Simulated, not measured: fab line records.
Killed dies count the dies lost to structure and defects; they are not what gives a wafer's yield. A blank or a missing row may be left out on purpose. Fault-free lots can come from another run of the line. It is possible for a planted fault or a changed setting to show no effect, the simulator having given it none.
2 desks looking at one fault + flow berkeleyCmos170 + each desk has only its own numbers; what lay behind them comes last

## AT THE METROLOGY DESK
Means of the sampled wafers that have a number, per lot and without regard to the tool the lot ran on: this is what the gauges read. The brackets show how far a lot's mean lies from the usual mean; more than 4 standard deviations puts the lot out of limits, marked OUT.
Columns: A = SILICIDE_TI_THK at UCB170_SILICIDE_THK_MEAS_03, usual 29.4 nm; B = V1_BOW at UCB170_V1_BOW_MEAS_03, usual 19 um; C = M2_AL_RS at UCB170_M2_RS_MEAS_02, usual 0.0322 ohm/sq; D = M2_AL_THK at UCB170_M2_THK_MEAS_03, usual 870 nm; E = M2_OVL at UCB170_M2_OVL_MEAS_16, usual 2 nm
| lot  | first seen here | A    | B  | C                 | D              | E  |
|------|-----------------|------|----|-------------------|----------------|----|
| L164 | day 7 19:44     | 30.0 | 13 | 0.0323            | 866            | 4  |
| L165 | day 8 06:31     | 29.2 | 17 | 0.0324            | 860            | 3  |
| L166 | day 8 06:31     | 29.4 | 18 | 0.0319            | 873            | 0  |
| L168 | day 8 22:07     | 29.5 | 23 | 0.0327            | 854            | 9  |
| L169 | day 8 22:24     | 29.6 | 17 | 0.0323            | 873            | 3  |
| L171 | day 9 05:18     | 29.3 | 18 | 0.0326            | 866            | 0  |
| L170 | day 9 05:31     | 29.2 | 19 | 0.0315            | 883            | 4  |
| L174 | day 10 08:54    | 29.1 | 17 | 0.0318            | 881            | 1  |
| L175 | day 10 09:08    | 29.3 | 21 | 0.0324            | 867            | 7  |
| L173 | day 10 09:23    | 29.4 | 15 | 0.0323            | 863            | 4  |
| L176 | day 10 18:14    | 29.4 | 17 | 0.0323            | 871            | 3  |
| L179 | day 11 08:55    | 29.5 | 12 | 0.0321            | 871            | 3  |
| L180 | day 11 09:05    | 29.7 | 16 | 0.0357 (+10) OUT  | 798 (-7.3) OUT | -8 |
| L181 | day 11 16:20    | 29.5 | 18 | 0.0351 (+8.2) OUT | 813 (-5.8) OUT | 4  |
| L182 | day 11 17:05    | 29.7 | 21 | 0.0353 (+8.9) OUT | 811 (-6.0) OUT | 3  |
Per this desk, out of limits: L180, L181, L182; the first was L180, day 11 22:53 (M2_AL_RS at UCB170_M2_RS_MEAS_02). L164, L165, L166, L168, L169, L171, L170, L174, L175, L173, L176, L179 stayed within limits.

## TOOL OWNER'S DESK, pvdSputter-03
The tool's own readings at UCB170_M2_SPUTTER_01 (material Al, target thk 900 nm, time 120 s): means of the sampled wafers that have a number, for each lot that ran on this tool. The brackets show how far a lot's mean lies from the usual mean; more than 4 standard deviations puts the lot out of limits, marked OUT.
Columns: A = throttleValvePct at UCB170_M2_SPUTTER_01, usual 30.0 %
| lot  | first seen here | A    |
|------|-----------------|------|
| L164 | day 8 08:01     | 30.4 |
| L166 | day 8 17:04     | 29.5 |
| L169 | day 9 10:06     | 30.6 |
| L170 | day 9 19:05     | 29.5 |
| L175 | day 10 22:34    | 30.5 |
| L180 | day 11 22:48    | 29.7 |
| L181 | day 12 03:17    | 30.6 |
| L182 | day 12 08:49    | 30.5 |
Result from this desk: across the 8 lots, nothing is out of limits.

## PUT TOGETHER
At day 11 22:53 the metrology desk could have sounded an alarm, on L180, L181, L182.
The tool owner's desk saw nothing out of limits.
On record at the tool owner's desk: L180, L181, L182, within its limits.
The lots listed all ran UCB170_M2_SPUTTER_01 on pvdSputter-03.

## WHAT THE SIMULATOR HAD PUT IN
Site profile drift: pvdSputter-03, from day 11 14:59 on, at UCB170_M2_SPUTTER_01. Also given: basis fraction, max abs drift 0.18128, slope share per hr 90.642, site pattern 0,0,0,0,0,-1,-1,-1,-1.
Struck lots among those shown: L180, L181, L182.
Time in hours between the start of the fault and the first out-of-limits reading at each desk: metrology desk, 8.
